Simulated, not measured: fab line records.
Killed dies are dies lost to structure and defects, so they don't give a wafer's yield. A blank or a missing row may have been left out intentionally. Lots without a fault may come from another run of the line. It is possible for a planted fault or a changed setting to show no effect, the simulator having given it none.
Tool commonality check + flow ritCmos + 13 lots and 39 wafers in the sample

== REASON FOR OPENING ==
1 of 13 lots carry a flag on the reading PWELL_TW at RIT_PWELL_TW_MEAS_10. No-fault wafers: 955, standard deviation 6.2.
Rule: flag the lot when none of its wafers has a number, or when each of its wafers that has one lies beyond 4 standard deviations from that mean. As for the other lots, they are considered sound.

| lot  | measured    | on           | PWELL_TW, wafer by wafer | flag    |
|------|-------------|--------------|--------------------------|---------|
| L573 | day 2 04:06 | filmMetro-03 | 953 955 962              |         |
| L574 | day 2 06:34 | filmMetro-02 | 952 954 949              |         |
| L579 | day 3 08:44 | filmMetro-03 | 965 964 958              |         |
| L580 | day 3 11:41 | filmMetro-02 | 947 947 950              |         |
| L581 | day 3 16:39 | filmMetro-01 | 962 964 964              |         |
| L582 | day 3 22:13 | filmMetro-01 | 969 971 974              |         |
| L583 | day 4 07:05 | filmMetro-02 | 30 30 30                 | FLAGGED |
| L585 | day 4 14:53 | filmMetro-01 | 949 958 963              |         |
| L588 | day 5 04:34 | filmMetro-03 | 957 959 952              |         |
| L590 | day 5 14:32 | filmMetro-02 | 949 946 946              |         |
| L592 | day 6 01:02 | filmMetro-01 | 956 953 955              |         |
| L593 | day 6 06:35 | filmMetro-02 | 954 950 953              |         |
| L595 | day 6 14:25 | filmMetro-01 | 956 957 957              |         |
Flagged lots average 30: -925 relative to the usual, that is -99 or more standard deviations.

== WHICH TOOL EACH LOT WENT THROUGH ==
The record holds 1 process step before the reading, out of a route of 202 steps. Every cell lists first the tool, next ch and the chambers used by the sampled wafers, and last the start.
| lot  | flag    | RIT_PWELL_EXPOSE_03               |
|------|---------|-----------------------------------|
| L573 |         | ilineStepper-02 ch 0, day 2 03:05 |
| L574 |         | ilineStepper-02 ch 0, day 2 05:32 |
| L579 |         | ilineStepper-01 ch 0, day 3 07:42 |
| L580 |         | ilineStepper-01 ch 0, day 3 10:40 |
| L581 |         | ilineStepper-01 ch 0, day 3 15:37 |
| L582 |         | ilineStepper-01 ch 0, day 3 21:11 |
| L583 | FLAGGED | ilineStepper-01 ch 0, day 4 06:03 |
| L585 |         | ilineStepper-01 ch 0, day 4 13:51 |
| L588 |         | ilineStepper-02 ch 0, day 5 03:31 |
| L590 |         | ilineStepper-02 ch 0, day 5 13:30 |
| L592 |         | ilineStepper-01 ch 0, day 5 23:59 |
| L593 |         | ilineStepper-01 ch 0, day 6 05:32 |
| L595 |         | ilineStepper-01 ch 0, day 6 13:23 |
What is done by these steps:
- RIT_PWELL_EXPOSE_03: exposes mask M3, target cd 43700 nm.
- RIT_PWELL_TW_MEAS_10

== FLAGGED OVER TOTAL, TOOL BY TOOL (the gauges that took the reading come last) ==
| step                 | tool            | lots run | flagged | share of the flagged lots | sound lots run after its first flagged lot |
|----------------------|-----------------|----------|---------|---------------------------|--------------------------------------------|
| RIT_PWELL_EXPOSE_03  | ilineStepper-01 | 9        | 1       | all                       | 4 (L585,L592,L593,L595)                    |
| RIT_PWELL_EXPOSE_03  | ilineStepper-02 | 4        | 0       | none                      | -                                          |
| RIT_PWELL_TW_MEAS_10 | filmMetro-01    | 5        | 0       | none                      | -                                          |
| RIT_PWELL_TW_MEAS_10 | filmMetro-02    | 5        | 1       | all                       | 2 (L590,L593)                              |
| RIT_PWELL_TW_MEAS_10 | filmMetro-03    | 3        | 0       | none                      | -                                          |

== WHAT THE TABLE ALLOWS ==
Every flagged lot went through 2 rows of the table: ilineStepper-01 at RIT_PWELL_EXPOSE_03 and filmMetro-02 at RIT_PWELL_TW_MEAS_10.
- ilineStepper-01 at RIT_PWELL_EXPOSE_03: 1 of its 9 lots flagged. Sound lots followed the first flagged one (L585, L592, L593, L595) on it, something a lasting fault affecting the whole tool could not allow.
- filmMetro-02 at RIT_PWELL_TW_MEAS_10: 1 of its 5 lots flagged. Sound lots followed the first flagged one (L590, L593) on it, something a lasting fault affecting the whole tool could not allow.
None of the table's rows ran every flagged lot and, after the first, no sound lot.

== WHAT THE SIMULATOR HAD PUT IN ==
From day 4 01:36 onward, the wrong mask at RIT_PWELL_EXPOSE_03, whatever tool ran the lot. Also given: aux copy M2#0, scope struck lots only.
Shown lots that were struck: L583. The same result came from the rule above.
